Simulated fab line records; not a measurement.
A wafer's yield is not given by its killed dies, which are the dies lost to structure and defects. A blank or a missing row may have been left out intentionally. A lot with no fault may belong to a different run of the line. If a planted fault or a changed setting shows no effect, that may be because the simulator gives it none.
Split-lot study || flow rit_cmos || route with 202 steps; 5 lots, 23 wafers read

ABOUT THE SPLIT
At RIT_SILICIDE_SPUTTER_01 (material Ti, target thk 30 nm, time 240 s), the setting power_w was moved away from the recipe's 350 W on 7 of the 23 wafers read, by -6.9% to +10.7%. For the rest of the wafers, this setting stayed at what the recipe calls for.

BETWEEN THE SPLIT AND THE READING: the file shows 1 step in between
- RIT_SILICIDE_RS_MEAS_02: measures by four-point-probe

THE READING
SILICIDE_TI_THK, in nm, at RIT_SILICIDE_THK_MEAS_03 (measures by xrf). Typical for fault-free wafers on this fab line: 30.06 nm, with standard deviation 0.26 nm.

{"wafer": "L074.1", "tool, chamber at the split": "pvd_sputter-04, -", "power_w as run, W": 350, "against the recipe": "recipe", "SILICIDE_TI_THK, nm": 29.84, "against lot-mates on the recipe": "-"}
{"wafer": "L074.2", "tool, chamber at the split": "pvd_sputter-04, -", "power_w as run, W": 350, "against the recipe": "recipe", "SILICIDE_TI_THK, nm": 29.68, "against lot-mates on the recipe": "-"}
{"wafer": "L074.3", "tool, chamber at the split": "pvd_sputter-04, -", "power_w as run, W": 350, "against the recipe": "recipe", "SILICIDE_TI_THK, nm": 29.93, "against lot-mates on the recipe": "-"}
{"wafer": "L074.4", "tool, chamber at the split": "pvd_sputter-04, -", "power_w as run, W": 350, "against the recipe": "recipe", "SILICIDE_TI_THK, nm": 30.19, "against lot-mates on the recipe": "-"}
{"wafer": "L074.6", "tool, chamber at the split": "pvd_sputter-04, -", "power_w as run, W": 350, "against the recipe": "recipe", "SILICIDE_TI_THK, nm": 29.77, "against lot-mates on the recipe": "-"}
{"wafer": "L076.1", "tool, chamber at the split": "pvd_sputter-04, -", "power_w as run, W": 350, "against the recipe": "recipe", "SILICIDE_TI_THK, nm": 30.01, "against lot-mates on the recipe": "-"}
{"wafer": "L076.3", "tool, chamber at the split": "pvd_sputter-04, -", "power_w as run, W": 325.8, "against the recipe": "-6.9%", "SILICIDE_TI_THK, nm": 27.71, "against lot-mates on the recipe": -2.34}
{"wafer": "L076.4", "tool, chamber at the split": "pvd_sputter-04, -", "power_w as run, W": 350, "against the recipe": "recipe", "SILICIDE_TI_THK, nm": 30.09, "against lot-mates on the recipe": "-"}
{"wafer": "L076.5", "tool, chamber at the split": "pvd_sputter-04, -", "power_w as run, W": 350, "against the recipe": "recipe", "SILICIDE_TI_THK, nm": 30.05, "against lot-mates on the recipe": "-"}
{"wafer": "L076.6", "tool, chamber at the split": "pvd_sputter-04, -", "power_w as run, W": 325.8, "against the recipe": "-6.9%", "SILICIDE_TI_THK, nm": 27.63, "against lot-mates on the recipe": -2.42}
{"wafer": "L077.1", "tool, chamber at the split": "pvd_sputter-03, -", "power_w as run, W": 350, "against the recipe": "recipe", "SILICIDE_TI_THK, nm": 30.18, "against lot-mates on the recipe": "-"}
{"wafer": "L077.2", "tool, chamber at the split": "pvd_sputter-03, -", "power_w as run, W": 350, "against the recipe": "recipe", "SILICIDE_TI_THK, nm": 29.92, "against lot-mates on the recipe": "-"}
{"wafer": "L077.3", "tool, chamber at the split": "pvd_sputter-03, -", "power_w as run, W": 350, "against the recipe": "recipe", "SILICIDE_TI_THK, nm": 30.11, "against lot-mates on the recipe": "-"}
{"wafer": "L077.4", "tool, chamber at the split": "pvd_sputter-03, -", "power_w as run, W": 387.6, "against the recipe": "+10.7%", "SILICIDE_TI_THK, nm": 33.50, "against lot-mates on the recipe": "+3.43"}
{"wafer": "L077.6", "tool, chamber at the split": "pvd_sputter-03, -", "power_w as run, W": 387.6, "against the recipe": "+10.7%", "SILICIDE_TI_THK, nm": 33.65, "against lot-mates on the recipe": "+3.58"}
{"wafer": "L080.3", "tool, chamber at the split": "pvd_sputter-04, -", "power_w as run, W": 350, "against the recipe": "recipe", "SILICIDE_TI_THK, nm": 29.64, "against lot-mates on the recipe": "-"}
{"wafer": "L080.5", "tool, chamber at the split": "pvd_sputter-04, -", "power_w as run, W": 350, "against the recipe": "recipe", "SILICIDE_TI_THK, nm": 29.98, "against lot-mates on the recipe": "-"}
{"wafer": "L080.6", "tool, chamber at the split": "pvd_sputter-04, -", "power_w as run, W": 350, "against the recipe": "recipe", "SILICIDE_TI_THK, nm": 29.95, "against lot-mates on the recipe": "-"}
{"wafer": "L082.1", "tool, chamber at the split": "pvd_sputter-04, -", "power_w as run, W": 363.8, "against the recipe": "+3.9%", "SILICIDE_TI_THK, nm": 31.11, "against lot-mates on the recipe": "+1.25"}
{"wafer": "L082.3", "tool, chamber at the split": "pvd_sputter-04, -", "power_w as run, W": 350, "against the recipe": "recipe", "SILICIDE_TI_THK, nm": 29.64, "against lot-mates on the recipe": "-"}
{"wafer": "L082.4", "tool, chamber at the split": "pvd_sputter-04, -", "power_w as run, W": 363.8, "against the recipe": "+3.9%", "SILICIDE_TI_THK, nm": 30.98, "against lot-mates on the recipe": "+1.12"}
{"wafer": "L082.5", "tool, chamber at the split": "pvd_sputter-04, -", "power_w as run, W": 350, "against the recipe": "recipe", "SILICIDE_TI_THK, nm": 30.08, "against lot-mates on the recipe": "-"}
{"wafer": "L082.6", "tool, chamber at the split": "pvd_sputter-04, -", "power_w as run, W": 363.8, "against the recipe": "+3.9%", "SILICIDE_TI_THK, nm": 31.27, "against lot-mates on the recipe": "+1.41"}

FIT RESULTS
A straight line over all 23 wafers: SILICIDE_TI_THK changes by +0.331 nm for each +1% of power_w; r = +0.99; the points scatter about the line by 0.17 nm.
The same after taking each lot's own level away (the mean of its wafers on the recipe; 23 wafers): +0.331 nm for each +1%; r = +0.99; scatter 0.14 nm.
According to that fit, moving power_w by its largest amount changes the reading by 3.6 nm.
Measured against the standard deviation above, the lots' own levels, which go from 29.857 to 30.070 nm, span 0.8 times it.
The two slopes agree, so the slope changes little with the lot-to-lot level.
Check: with one of the wafers moved furthest among these (+10.7%) left out of the fit, the line predicts +3.59 nm for it against its lot-mates. Against them it came out at +3.43 nm.

OTHER SPLITS ON THESE WAFERS
These wafers also went through other splits before the reading. Each is held against what the fit with the lots' levels taken away leaves over:
{"other split on the same wafers": "RIT_ACTIVE_CVD_03 temp_c", "wafers away from the commonest value": 15, "r with SILICIDE_TI_THK (lot level and that fit taken away)": "+0.02"}
{"other split on the same wafers": "RIT_ACTIVE_COAT_06 resist_thk_nm", "wafers away from the commonest value": 7, "r with SILICIDE_TI_THK (lot level and that fit taken away)": "+0.30"}
{"other split on the same wafers": "RIT_PWELL_SOFTBAKE_02 temp_c", "wafers away from the commonest value": 10, "r with SILICIDE_TI_THK (lot level and that fit taken away)": -0.06}
{"other split on the same wafers": "RIT_PWELL_IMPLANT_08 energy_kev", "wafers away from the commonest value": 12, "r with SILICIDE_TI_THK (lot level and that fit taken away)": -0.17}
{"other split on the same wafers": "RIT_PRETRO_COAT_01 resist_thk_nm", "wafers away from the commonest value": 7, "r with SILICIDE_TI_THK (lot level and that fit taken away)": -0.27}
{"other split on the same wafers": "RIT_PRETRO_HARDBAKE_07 temp_c", "wafers away from the commonest value": 4, "r with SILICIDE_TI_THK (lot level and that fit taken away)": "+0.03"}
{"other split on the same wafers": "RIT_PRETRO_IMPLANT_08 energy_kev", "wafers away from the commonest value": 6, "r with SILICIDE_TI_THK (lot level and that fit taken away)": "+0.03"}
{"other split on the same wafers": "RIT_NLDD_IMPLANT_08 energy_kev", "wafers away from the commonest value": 4, "r with SILICIDE_TI_THK (lot level and that fit taken away)": -0.01}
{"other split on the same wafers": "RIT_PLDD_IMPLANT_08 energy_kev", "wafers away from the commonest value": 8, "r with SILICIDE_TI_THK (lot level and that fit taken away)": "+0.04"}
{"other split on the same wafers": "RIT_PSD_IMPLANT_08 energy_kev", "wafers away from the commonest value": 8, "r with SILICIDE_TI_THK (lot level and that fit taken away)": -0.07}
{"other split on the same wafers": "RIT_SDANNEAL_RTA_03 time_s", "wafers away from the commonest value": 9, "r with SILICIDE_TI_THK (lot level and that fit taken away)": -0.01}

THE WHOLE CHAIN: every reading that the file lists as answering this split, in the file's order
{"step": "RIT_SILICIDE_SPUTTER_01", "what it does": "material Ti, target thk 30 nm, time 240 s", "reading": "Ti_of_SILICIDE_SPUTTER_01.thk_nm (the simulator's own value, which no gauge read)", "change (the file's fit)": "+0.318 nm for each +1% of the setting", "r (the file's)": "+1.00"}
{"step": "RIT_SILICIDE_RS_MEAS_02", "what it does": "measures by four-point-probe", "reading": "SILICIDE_TI_RS", "change (the file's fit)": "-0.594 for each +1% of the setting", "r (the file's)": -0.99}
{"step": "RIT_SILICIDE_THK_MEAS_03", "what it does": "measures by xrf", "reading": "SILICIDE_TI_THK", "change (the file's fit)": "+0.331 for each +1% of the setting", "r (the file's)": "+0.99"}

THE FILE'S OWN FIT
SILICIDE_TI_THK changes by +0.331 nm for each +1% of power_w, r = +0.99.
